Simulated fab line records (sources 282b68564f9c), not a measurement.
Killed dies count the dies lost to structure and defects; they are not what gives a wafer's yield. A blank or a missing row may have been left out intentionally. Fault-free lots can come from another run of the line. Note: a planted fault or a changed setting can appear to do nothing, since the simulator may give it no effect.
fab line records -- flow rit_cmos
record: lots: 6, wafers: 18, last_day: 6
route steps=202 shown NWELL@36 PWELL@39 WELLDRIVE@50 NRETRO@53 PRETRO@64 GATE@75 M1@202
lots with no fault: from the same line, run without faults
start_h: hours from the record's first day to the start of the lot's first wafer shown -- wait_h: hours since the lot's step before -- " identical to the entry in the row above -- L1.1+2: a row that stands for several wafers -- - no value, or no start was given -- * or withheld: withheld -- < > ~ a bound
route shown NAME@n: a module of which the file shows steps, and the number in the route of the first -- usual: mean and standard deviation over wafers with no fault -- same: alike in all rows -- chamber/n: place in a boat -- sites: each site's reading -- _std_site: standard deviation of those values -- _edge_site: inner sites' mean taken away from outer sites' mean -- radius_mm: for every site, how far away it sits from the centre of the wafer -- mask NAME#n: copy n -- behind: the tool/chamber that last shaped the wafer -- hold: cause of the lot's hold/its duration in hours/its outcome -- device: the transistor (n, p or np) that didn't switch -- end of line: the same wafers' tests at the end of the route -- where a step has no rows: the recipe by itself -- killed: the dies lost at the first sort to structure and to defects; this is not the yield of the wafer -- map: per-die view of a wafer (x killed, . not killed, _ where there is no die)
set.NAME: the setting that was run; set.NAME@STEP: the one run at that earlier step -- model.NAME: the simulator's own value behind a step, which no gauge read
lots at selected steps of the route; one table per step, one row per wafer
services: when a tool's chamber went out of use (start_h, in hours from the record's first day, below 0 if earlier), for how many hours, and the reason
== steps ==
step: RIT_NWELL_IMPLANT_08
recipe: species: P, energy_kev: 171.5, dose_cm2: 5e+13, tilt_deg: 7
step: RIT_NWELL_STRIP_09
recipe: chemistry: O2, time_s: 180, resist: NOVOLAK, platen_temp_c: withheld, power_w: 500, pressure_mtorr: 4000, o2_flow_sccm: 4000
usual: drypump_motor_current_A: 5.3/0.43
lot.wafer,tool,chamber,start_h,wait_h,drypump_motor_current_A,rf_hours_counter_h
L954.1,plasma_asher-02,1,21.08,0.1,4.8,22
L954.2,plasma_asher-02,0,21.08,0.1,5.4,22
L954.6,plasma_asher-02,1,21.08,0.1,4.8,-
L961.2,plasma_asher-02,1,56.34,0.1,4.8,26
L961.3,plasma_asher-02,0,56.34,0.1,5.4,-
L961.4,plasma_asher-02,1,56.34,0.1,4.8,-
L963.1,plasma_asher-04,1,66.84,0.1,5.0,42
L963.2,plasma_asher-04,0,66.84,0.1,5.4,42
L963.3,plasma_asher-04,1,66.84,0.1,5.0,-
L968.3,plasma_asher-02,0,91.98,0.1,5.4,-
L968.4,plasma_asher-02,1,91.98,0.1,4.8,-
L968.5,plasma_asher-02,1,91.98,0.1,4.8,-
L971.1,plasma_asher-04,0,107.26,0.1,5.4,46
L971.2,plasma_asher-04,1,107.26,0.1,5.0,46
L971.3,plasma_asher-04,0,107.26,0.1,5.4,-
L973.1,plasma_asher-02,1,115.91,0.1,4.8,32
L973.2,plasma_asher-02,0,115.91,0.1,5.4,32
L973.3,plasma_asher-02,0,115.91,0.1,5.4,-
step: RIT_NWELL_TW_MEAS_10
usual: NWELL_TW: 2150/15
lot.wafer,tool,chamber,start_h,wait_h,NWELL_TW
L954.1,film_metro-04,-,21.26,0.1,2145
L954.2,film_metro-04,-,21.26,0.1,2149
L954.6,film_metro-04,-,21.26,0.1,2142
L961.2,film_metro-03,-,56.53,0.1,2150
L961.3,film_metro-03,-,56.53,0.1,2147
L961.4,film_metro-03,-,56.53,0.1,2148
L963.1,film_metro-01,-,67.02,0.1,2158
L963.2,film_metro-01,-,67.02,0.1,2161
L963.3,film_metro-01,-,67.02,0.1,2168
L968.3,film_metro-03,-,92.12,0.1,2134
L968.4,film_metro-03,-,92.12,0.1,2145
L968.5,film_metro-03,-,92.12,0.1,2137
L971.1,film_metro-04,-,107.43,0.1,2148
L971.2,film_metro-04,-,107.43,0.1,2147
L971.3,film_metro-04,-,107.43,0.1,2152
L973.1,film_metro-03,-,116.08,0.1,2135
L973.2,film_metro-03,-,116.08,0.1,2144
L973.3,film_metro-03,-,116.08,0.1,2146
step: RIT_PWELL_HMDS_00
recipe: prime_time_s: 60, prime_temp_c: 140
step: RIT_PWELL_COAT_01
recipe: resist: NOVOLAK, spin_rpm: 2000, resist_thk_nm: 1300
step: RIT_PWELL_SOFTBAKE_02
recipe: resist: NOVOLAK, temp_c: 90, time_s: 60
step: RIT_PWELL_EXPOSE_03
recipe: mask_id: M3, na: 0.57, target_cd_nm: 43700, dose_mj: 250
step: RIT_PWELL_PEB_04
recipe: resist: NOVOLAK, temp_c: withheld, time_s: withheld
step: RIT_PWELL_DEVELOP_05
recipe: resist: NOVOLAK, develop_time_s: 68, dev_temp_c: 23
step: RIT_PWELL_OVL_MEAS_06
usual: PWELL_OVL: 0.5/1.5
lot.wafer,tool,chamber,start_h,wait_h,PWELL_OVL[nm]
L954.1,overlay-02,-,22.33,-,0.5
L954.2,overlay-02,-,22.33,-,0.9
L954.6,overlay-02,-,22.33,-,2.5
L961.2,overlay-01,-,57.62,-,2.5
L961.3,overlay-01,-,57.62,-,2.9
L961.4,overlay-01,-,57.62,-,1.9
L963.1,overlay-02,-,68.08,-,-0.2
L963.2,overlay-02,-,68.08,-,-2.8
L963.3,overlay-02,-,68.08,-,-3.0
L968.3,overlay-02,-,93.05,-,3.8
L968.4,overlay-02,-,93.05,-,2.2
L968.5,overlay-02,-,93.05,-,0.9
L971.1,overlay-02,-,108.37,-,-1.0
L971.2,overlay-02,-,108.37,-,1.7
L971.3,overlay-02,-,108.37,-,0.5
L973.1,overlay-01,-,117.40,-,-1.0
L973.2,overlay-01,-,117.40,-,0.7
L973.3,overlay-01,-,117.40,-,1.9
step: RIT_PWELL_HARDBAKE_07
recipe: resist: NOVOLAK, temp_c: 140, time_s: 120
step: RIT_PWELL_IMPLANT_08
recipe: species: B, energy_kev: 168.1, dose_cm2: 7e+13, tilt_deg: 7
step: RIT_PWELL_STRIP_09
recipe: chemistry: O2, time_s: 180, resist: NOVOLAK, platen_temp_c: withheld, power_w: 500, pressure_mtorr: 4000, o2_flow_sccm: 4000
usual: drypump_motor_current_A: 5.5/0.5
lot.wafer,tool,chamber,start_h,wait_h,drypump_motor_current_A,rf_hours_counter_h
L954.1,plasma_asher-01,0,22.77,0.1,6.2,39
L954.2,plasma_asher-01,1,22.77,0.1,5.2,39
L954.6,plasma_asher-01,1,22.77,0.1,5.2,-
L961.2,plasma_asher-03,1,58.05,0.1,6.0,42
L961.3,plasma_asher-03,1,58.05,0.1,6.0,-
L961.4,plasma_asher-03,0,58.05,0.1,5.5,-
L963.1,plasma_asher-02,1,68.52,0.1,4.7,27
L963.2,plasma_asher-02,0,68.52,0.1,5.4,27
L963.3,plasma_asher-02,1,68.52,0.1,4.8,-
L968.3,plasma_asher-02,0,93.53,0.1,5.4,-
L968.4,plasma_asher-02,1,93.53,0.1,4.8,-
L968.5,plasma_asher-02,0,93.53,0.1,5.4,-
L971.1,plasma_asher-02,1,108.81,0.1,4.8,31
L971.2,plasma_asher-02,0,108.81,0.1,5.4,31
L971.3,plasma_asher-02,1,108.81,0.1,4.8,-
L973.1,plasma_asher-01,1,117.84,0.1,5.2,49
L973.2,plasma_asher-01,0,117.84,0.1,6.3,49
L973.3,plasma_asher-01,1,117.84,0.1,5.2,-
step: RIT_PWELL_TW_MEAS_10
usual: PWELL_TW: 951/7
lot.wafer,tool,chamber,start_h,wait_h,PWELL_TW
L954.1,film_metro-01,-,22.94,0.1,960
L954.2,film_metro-01,-,22.94,0.1,961
L954.6,film_metro-01,-,22.94,0.1,958
L961.2,film_metro-03,-,58.23,0.1,952
L961.3,film_metro-03,-,58.23,0.1,951
L961.4,film_metro-03,-,58.23,0.1,950
L963.1,film_metro-01,-,68.70,0.1,954
L963.2,film_metro-01,-,68.70,0.1,957
L963.3,film_metro-01,-,68.70,0.1,958
L968.3,film_metro-04,-,93.67,0.1,948
L968.4,film_metro-04,-,93.67,0.1,945
L968.5,film_metro-04,-,93.67,0.1,946
L971.1,film_metro-03,-,108.98,0.1,953
L971.2,film_metro-03,-,108.98,0.1,948
L971.3,film_metro-03,-,108.98,0.1,951
L973.1,film_metro-03,-,118.02,0.1,954
L973.2,film_metro-03,-,118.02,0.1,949
L973.3,film_metro-03,-,118.02,0.1,951
step: RIT_WELLDRIVE_ANNEAL_00
recipe: temp_c: 1100, time_s: 14700, ambient: N2
step: RIT_WELLDRIVE_RS_MEAS_01
recipe: thk_meas_gauge: four-point-probe
usual: NWELL_RS: 275.8/0.86
lot.wafer,tool,chamber,start_h,wait_h,NWELL_RS[ohm/sq]
L954.1,film_metro-03,-,28.40,0.0,275.8
L954.2,film_metro-03,-,28.40,0.0,276.2
L954.6,film_metro-03,-,28.40,0.0,276.8
L961.2,film_metro-04,-,63.38,0.0,275.6
L961.3,film_metro-04,-,63.38,0.0,275.1
L961.4,film_metro-04,-,63.38,0.0,274.9
L963.1,film_metro-01,-,73.84,0.0,276.6
L963.2,film_metro-01,-,73.84,0.0,277.0
L963.3,film_metro-01,-,73.84,0.0,277.1
L968.3,film_metro-03,-,98.83,0.0,274.1
L968.4,film_metro-03,-,98.83,0.0,274.5
L968.5,film_metro-03,-,98.83,0.0,273.9
L971.1,film_metro-04,-,114.12,0.0,276.5
L971.2,film_metro-04,-,114.12,0.0,276.1
L971.3,film_metro-04,-,114.12,0.0,276.6
L973.1,film_metro-03,-,123.16,0.0,277.7
L973.2,film_metro-03,-,123.16,0.0,275.9
L973.3,film_metro-03,-,123.16,0.0,276.2
step: RIT_WELLDRIVE_RS_MEAS_02
recipe: thk_meas_gauge: four-point-probe
usual: PWELL_RS: 430.7/1.2
lot.wafer,tool,chamber,start_h,wait_h,PWELL_RS[ohm/sq]
L954.1,film_metro-03,-,28.52,0.1,429.5
L954.2,film_metro-03,-,28.52,0.1,431.0
L954.6,film_metro-03,-,28.52,0.1,428.8
L961.2,film_metro-04,-,63.50,0.1,431.1
L961.3,film_metro-04,-,63.50,0.1,431.4
L961.4,film_metro-04,-,63.50,0.1,430.4
L963.1,film_metro-01,-,73.96,0.1,431.2
L963.2,film_metro-01,-,73.96,0.1,430.7
L963.3,film_metro-01,-,73.96,0.1,429.8
L968.3,film_metro-03,-,98.95,0.1,430.1
L968.4,film_metro-03,-,98.95,0.1,428.4
L968.5,film_metro-03,-,98.95,0.1,429.1
L971.1,film_metro-04,-,114.24,0.1,430.8
L971.2,film_metro-04,-,114.24,0.1,430.6
L971.3,film_metro-04,-,114.24,0.1,432.5
L973.1,film_metro-03,-,123.28,0.1,431.5
L973.2,film_metro-03,-,123.28,0.1,432.5
L973.3,film_metro-03,-,123.28,0.1,431.4
step: RIT_NRETRO_HMDS_00
recipe: prime_time_s: 60, prime_temp_c: 140
step: RIT_NRETRO_COAT_01
recipe: resist: NOVOLAK, spin_rpm: 2000, resist_thk_nm: 1300
step: RIT_NRETRO_SOFTBAKE_02
recipe: resist: NOVOLAK, temp_c: 90, time_s: 60
step: RIT_NRETRO_EXPOSE_03
recipe: mask_id: M4, na: 0.57, target_cd_nm: 43900, dose_mj: 250
step: RIT_NRETRO_PEB_04
recipe: resist: NOVOLAK, temp_c: withheld, time_s: withheld
step: RIT_NRETRO_DEVELOP_05
recipe: resist: NOVOLAK, develop_time_s: 68, dev_temp_c: 23
step: RIT_NRETRO_OVL_MEAS_06
usual: NRETRO_OVL: 0.5/1.3
lot.wafer,tool,chamber,start_h,wait_h,NRETRO_OVL[nm]
L954.1,overlay-01,-,29.52,-,0.4
L954.2,overlay-01,-,29.52,-,1.9
L954.6,overlay-01,-,29.52,-,2.5
L961.2,overlay-01,-,64.49,-,-0.3
L961.3,overlay-01,-,64.49,-,-0.4
L961.4,overlay-01,-,64.49,-,-0.4
L963.1,overlay-02,-,75.08,-,-0.7
L963.2,overlay-02,-,75.08,-,-2.0
L963.3,overlay-02,-,75.08,-,-1.9
L968.3,overlay-01,-,99.93,-,-0.2
L968.4,overlay-01,-,99.93,-,-1.7
L968.5,overlay-01,-,99.93,-,-1.1
L971.1,overlay-02,-,115.37,-,0.2
L971.2,overlay-02,-,115.37,-,1.4
L971.3,overlay-02,-,115.37,-,1.3
L973.1,overlay-02,-,124.28,-,-1.3
L973.2,overlay-02,-,124.28,-,-1.2
L973.3,overlay-02,-,124.28,-,-1.5
step: RIT_NRETRO_HARDBAKE_07
recipe: resist: NOVOLAK, temp_c: 140, time_s: 120
step: RIT_NRETRO_IMPLANT_08
recipe: species: P, energy_kev: 70, dose_cm2: 1.015e+13, tilt_deg: 7
step: RIT_NRETRO_STRIP_09
recipe: chemistry: O2, time_s: 180, resist: NOVOLAK, platen_temp_c: withheld, power_w: 500, pressure_mtorr: 4000, o2_flow_sccm: 4000
usual: drypump_motor_current_A: 5.5/0.39
lot.wafer,tool,chamber,start_h,wait_h,drypump_motor_current_A,rf_hours_counter_h
L954.1,plasma_asher-03,1,29.96,0.1,6.0,39
L954.2,plasma_asher-03,0,29.96,0.1,5.5,39
L954.6,plasma_asher-03,0,29.96,0.1,5.5,-
L961.2,plasma_asher-04,1,64.92,0.1,5.0,42
L961.3,plasma_asher-04,0,64.92,0.1,5.4,-
L961.4,plasma_asher-04,1,64.92,0.1,5.0,-
L963.1,plasma_asher-04,0,75.52,0.1,5.4,43
L963.2,plasma_asher-04,1,75.52,0.1,5.0,43
L963.3,plasma_asher-04,0,75.52,0.1,5.4,-
L968.3,plasma_asher-01,0,100.41,0.1,6.3,-
L968.4,plasma_asher-01,1,100.41,0.1,5.2,-
L968.5,plasma_asher-01,0,100.41,0.1,6.2,-
L971.1,plasma_asher-01,1,115.81,0.1,5.2,48
L971.2,plasma_asher-01,0,115.81,0.1,6.3,48
L971.3,plasma_asher-01,1,115.81,0.1,5.2,-
L973.1,plasma_asher-04,1,124.71,0.1,5.0,48
L973.2,plasma_asher-04,0,124.71,0.1,5.4,48
L973.3,plasma_asher-04,1,124.71,0.1,5.0,-
step: RIT_NRETRO_TW_MEAS_10
usual: NRETRO_TW: 1060/5.6
lot.wafer,tool,chamber,start_h,wait_h,NRETRO_TW
L954.1,film_metro-04,-,30.14,0.1,1056
L954.2,film_metro-04,-,30.14,0.1,1052
L954.6,film_metro-04,-,30.14,0.1,1053
L961.2,film_metro-04,-,65.10,0.1,1065
L961.3,film_metro-04,-,65.10,0.1,1065
L961.4,film_metro-04,-,65.10,0.1,1066
L963.1,film_metro-02,-,75.69,0.1,1062
L963.2,film_metro-02,-,75.69,0.1,1054
L963.3,film_metro-02,-,75.69,0.1,1065
L968.3,film_metro-04,-,100.54,0.1,1057
L968.4,film_metro-04,-,100.54,0.1,1058
L968.5,film_metro-04,-,100.54,0.1,1069
L971.1,film_metro-01,-,115.98,0.1,1067
L971.2,film_metro-01,-,115.98,0.1,1068
L971.3,film_metro-01,-,115.98,0.1,1068
L973.1,film_metro-02,-,124.89,0.1,1058
L973.2,film_metro-02,-,124.89,0.1,1064
L973.3,film_metro-02,-,124.89,0.1,1063
step: RIT_PRETRO_HMDS_00
recipe: prime_time_s: 60, prime_temp_c: 140
step: RIT_PRETRO_COAT_01
recipe: resist: NOVOLAK, spin_rpm: 2000, resist_thk_nm: 1300
step: RIT_PRETRO_SOFTBAKE_02
recipe: resist: NOVOLAK, temp_c: 90, time_s: 60
step: RIT_PRETRO_EXPOSE_03
recipe: mask_id: M5, na: 0.57, target_cd_nm: 43700, dose_mj: 250
step: RIT_PRETRO_PEB_04
recipe: resist: NOVOLAK, temp_c: withheld, time_s: withheld
step: RIT_PRETRO_DEVELOP_05
recipe: resist: NOVOLAK, develop_time_s: 68, dev_temp_c: 23
step: RIT_PRETRO_OVL_MEAS_06
usual: PRETRO_OVL: 1.0/1.3
lot.wafer,tool,chamber,start_h,wait_h,PRETRO_OVL[nm]
L954.1,overlay-02,-,31.08,-,-0.2
L954.2,overlay-02,-,31.08,-,-1.1
L954.6,overlay-02,-,31.08,-,0.2
L961.2,overlay-01,-,66.22,-,2.5
L961.3,overlay-01,-,66.22,-,3.3
L961.4,overlay-01,-,66.22,-,2.3
L963.1,overlay-02,-,76.85,-,2.0
L963.2,overlay-02,-,76.85,-,1.4
L963.3,overlay-02,-,76.85,-,1.4
L968.3,overlay-01,-,101.48,-,0.5
L968.4,overlay-01,-,101.48,-,2.3
L968.5,overlay-01,-,101.48,-,1.8
L971.1,overlay-02,-,117.10,-,1.2
L971.2,overlay-02,-,117.10,-,0.4
L971.3,overlay-02,-,117.10,-,-0.7
L973.1,overlay-01,-,125.83,-,4.8
L973.2,overlay-01,-,125.83,-,3.4
L973.3,overlay-01,-,125.83,-,3.1
step: RIT_PRETRO_HARDBAKE_07
recipe: resist: NOVOLAK, temp_c: 140, time_s: 120
step: RIT_PRETRO_IMPLANT_08
recipe: species: B, energy_kev: 45, dose_cm2: 1.2e+13, tilt_deg: 7
step: RIT_PRETRO_STRIP_09
recipe: chemistry: O2, time_s: 180, resist: NOVOLAK, platen_temp_c: withheld, power_w: 500, pressure_mtorr: 4000, o2_flow_sccm: 4000
usual: drypump_motor_current_A: 5.4/0.35
lot.wafer,tool,chamber,start_h,wait_h,drypump_motor_current_A,rf_hours_counter_h
L954.1,plasma_asher-02,1,31.81,0.1,4.8,23
L954.2,plasma_asher-02,0,31.81,0.1,5.4,23
L954.6,plasma_asher-02,1,31.81,0.1,4.8,-
L961.2,plasma_asher-03,1,66.65,0.1,6.0,43
L961.3,plasma_asher-03,0,66.65,0.1,5.5,-
L961.4,plasma_asher-03,1,66.65,0.1,6.0,-
L963.1,plasma_asher-03,1,77.35,0.1,6.0,44
L963.2,plasma_asher-03,0,77.35,0.1,5.5,44
L963.3,plasma_asher-03,1,77.35,0.1,5.9,-
L968.3,plasma_asher-04,1,101.96,0.1,5.0,-
L968.4,plasma_asher-04,0,101.96,0.1,5.4,-
L968.5,plasma_asher-04,0,101.96,0.1,5.4,-
L971.1,plasma_asher-04,0,117.54,0.1,5.4,48
L971.2,plasma_asher-04,1,117.54,0.1,5.0,48
L971.3,plasma_asher-04,1,117.54,0.1,5.1,-
L973.1,plasma_asher-03,0,126.27,0.1,5.5,1
L973.2,plasma_asher-03,1,126.27,0.1,6.0,1
L973.3,plasma_asher-03,1,126.27,0.1,6.0,-
step: RIT_PRETRO_TW_MEAS_10
usual: PRETRO_TW: 477/3
lot.wafer,tool,chamber,start_h,wait_h,PRETRO_TW
L954.1,film_metro-02,-,31.99,0.1,479
L954.2,film_metro-02,-,31.99,0.1,483
L954.6,film_metro-02,-,31.99,0.1,479
L961.2,film_metro-03,-,66.84,0.1,475
L961.3,film_metro-03,-,66.84,0.1,475
L961.4,film_metro-03,-,66.84,0.1,475
L963.1,film_metro-02,-,77.52,0.1,477
L963.2,film_metro-02,-,77.52,0.1,475
L963.3,film_metro-02,-,77.52,0.1,477
L968.3,film_metro-02,-,102.10,0.1,479
L968.4,film_metro-02,-,102.10,0.1,479
L968.5,film_metro-02,-,102.10,0.1,480
L971.1,film_metro-03,-,117.72,0.1,473
L971.2,film_metro-03,-,117.72,0.1,473
L971.3,film_metro-03,-,117.72,0.1,472
L973.1,film_metro-02,-,126.44,0.1,476
L973.2,film_metro-02,-,126.44,0.1,476
L973.3,film_metro-02,-,126.44,0.1,474
step: RIT_GATE_WET_ETCH_00
recipe: chemistry: BOE, target: SiO2, target_depth_nm: 56, time_s: 60, dry: n2_spin, dilution: 10:1, temp_c: 21.5
step: RIT_GATE_CLEAN_01
recipe: chemistry: SC1, mix: 3:3:50, time_s: 600, temp_c: 75
step: RIT_GATE_CLEAN_02
recipe: chemistry: dHF, dilution: 50:1, time_s: 30
step: RIT_M1_PROBE_99
usual: killed_at_contacts: 0.1/0.35, killed_at_front_end: 6.6/2.7, killed_dies: 6.7/2.8, killed_open: 3.4/2.1, killed_short: 3.3/1.8
same: gross_dies: 264, killed_at_M0_to_M3: 0, killed_at_M4_up: 0, killed_at_back_side: 0, killed_at_other: 0
lot.wafer,tool,chamber,start_h,wait_h,killed_at_contacts,killed_at_front_end,killed_dies,killed_open,killed_short
L954.1,prober-02,-,57.97,0.1,0,7,7,4,3
L954.2,prober-02,-,58.02,0.1,0,3,3,3,0
L954.6,prober-02,-,58.22,0.2,1,5,6,2,4
L961.2,prober-01,-,91.50,0.1,0,5,5,2,3
L961.3,prober-01,-,91.55,0.2,0,6,6,3,3
L961.4,prober-01,-,91.60,0.2,0,6,6,3,3
L963.1,prober-01,-,103.67,0.1,0,7,7,3,4
L963.2,prober-01,-,103.72,0.1,0,8,8,5,3
L963.3,prober-01,-,103.77,0.2,0,9,9,8,1
L968.3,prober-02,-,128.77,0.2,0,34,34,1,4
L968.4,prober-02,-,128.82,0.2,0,9,9,5,4
L968.5,prober-02,-,128.87,0.2,0,31,31,2,0
L971.1,prober-01,-,142.89,0.1,0,7,7,1,6
L971.2,prober-01,-,142.94,0.1,0,34,34,3,2
L971.3,prober-01,-,142.99,0.2,0,9,9,5,4
L973.1,prober-01,-,151.66,0.1,0,2,2,1,1
L973.2,prober-01,-,151.71,0.1,0,6,6,2,4
L973.3,prober-01,-,151.76,0.2,0,6,6,4,2
killed by level:class
L954.1 REOX:geometric_particle:open=2 FOX1:geometric_particle:open=1 FOX2:geometric_particle:short=1 GATE:geometric_particle:open=1 GATE:geometric_particle:short=1 SPACER:geometric_particle:short=1
L954.2 FOX2:geometric_particle:open=1 GATE:geometric_particle:open=1 SILICIDE:geometric_particle:open=1
L954.6 FOX2:geometric_particle:short=1 GATE:geometric_particle:open=1 REOX:geometric_particle:short=1 SPACER:geometric_particle:open=1 SILICIDE:geometric_particle:short=1 CONTACT:geometric_particle:short=1
L961.2 FOX1:geometric_particle:short=1 FOX2:geometric_particle:open=1 SPACER:geometric_particle:short=1 SPACER:geometric_particle:open=1 SILICIDE:geometric_particle:short=1
L961.3 GATE:geometric_particle:open=2 FOX1:geometric_particle:open=1 FOX1:geometric_particle:short=1 SPACER:geometric_particle:short=1 SILICIDE:geometric_particle:short=1
L961.4 GATE:geometric_particle:open=2 SPACER:geometric_particle:short=2 FOX2:geometric_particle:open=1 GATE:geometric_particle:short=1
L963.1 GATE:geometric_particle:short=2 FOX1:geometric_particle:open=1 FOX1:geometric_particle:short=1 FOX2:geometric_particle:open=1 SPACER:geometric_particle:short=1 SPACER:geometric_particle:open=1
L963.2 SPACER:geometric_particle:short=3 FOX1:geometric_particle:open=2 GATE:geometric_particle:open=1 REOX:geometric_particle:open=1 SILICIDE:geometric_particle:open=1
L963.3 FOX1:geometric_particle:open=3 GATE:geometric_particle:open=3 FOX2:geometric_particle:open=1 GATE:geometric_particle:short=1 SILICIDE:geometric_particle:open=1
L968.3 PWELL:unspecified=29 GATE:geometric_particle:short=3 FOX1:geometric_particle:short=1 SPACER:geometric_particle:open=1
L968.4 FOX1:geometric_particle:short=2 REOX:geometric_particle:open=2 FOX1:geometric_particle:open=1 GATE:geometric_particle:short=1 REOX:geometric_particle:short=1 SPACER:geometric_particle:open=1 SILICIDE:geometric_particle:open=1
L968.5 PWELL:unspecified=29 FOX1:geometric_particle:open=1 GATE:geometric_particle:open=1
L971.1 REOX:geometric_particle:short=3 GATE:geometric_particle:short=2 REOX:geometric_particle:open=1 SPACER:geometric_particle:short=1
L971.2 PWELL:unspecified=29 GATE:geometric_particle:short=2 SILICIDE:geometric_particle:open=2 GATE:geometric_particle:open=1
L971.3 FOX1:geometric_particle:open=2 FOX2:geometric_particle:open=2 FOX1:geometric_particle:short=1 GATE:geometric_particle:short=1 REOX:geometric_particle:short=1 SPACER:geometric_particle:open=1 SILICIDE:geometric_particle:short=1
L973.1 GATE:geometric_particle:short=1 REOX:geometric_particle:open=1
L973.2 GATE:geometric_particle:short=3 GATE:geometric_particle:open=2 SPACER:geometric_particle:short=1
L973.3 GATE:geometric_particle:short=2 GATE:geometric_particle:open=2 FOX1:geometric_particle:open=1 SPACER:geometric_particle:open=1
map L968.3 (x killed, . not)
________......._______
_____.............____
____.x.............___
___.....x...........__
__..................._
__..................._
_.....x...............
_.....................
_..................x..
_.....x...............
__..........xxxxx...._
__.........xxxxxx...._
___........xxxxxxx..__
____........xxxxx.x___
_____......x.xxx..____
________.....x._______
map L971.2 (x killed, . not)
________......._______
_____...........x.____
____...............___
___..x..............__
__..................._
__.x................._
_.....................
_.....................
_.....................
_.x..........x........
__.........xxxxxx...._
__..........xxxxxx..._
___........xxxxxx...__
____........xxxxx..___
_____.......xxxxxx____
________......._______
== services ==
tool,chamber,start_h,hours,kind
plasma_asher-02,-,29.96,0.8,repair
plasma_asher-01,-,102.22,7.6,repair
plasma_asher-03,-,108.75,9.0,pm
plasma_asher-03,0,108.75,9.0,vent_cycle
plasma_asher-03,1,108.75,9.0,vent_cycle
plasma_asher-03,0,117.75,-,clean
plasma_asher-03,1,117.75,-,clean
== key ==
first_sign: step: RIT_M1_PROBE_99, reading: killed_at_front_end, direction: up, sigmas: 9.7, usual: 6.6, struck: 33
effect: step: RIT_M1_PROBE_99, reading: killed_dies, direction: up, sigmas: 9.3, usual: 6.7, struck: 33
met_at RIT_PWELL_STRIP_09
struck_wafers L968.3,L968.5,L971.2
tester_left_out L968,L971
onset_between 68.52 93.53
fault: kind: chamber_particle_source, tool: plasma_asher-02, chamber: 0, onset_h: 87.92, steps: RIT_PWELL_STRIP_09, rate_per_visit_cm2: 0.52078, end_h: 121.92
tester_left_out: of these lots the tester's yield and bins aren't shown, on N5 and GAA mostly nor the transistor test; their killed dies are dies lost to structure and defects alone, not to doping, threshold or leakage, so they don't give the yield
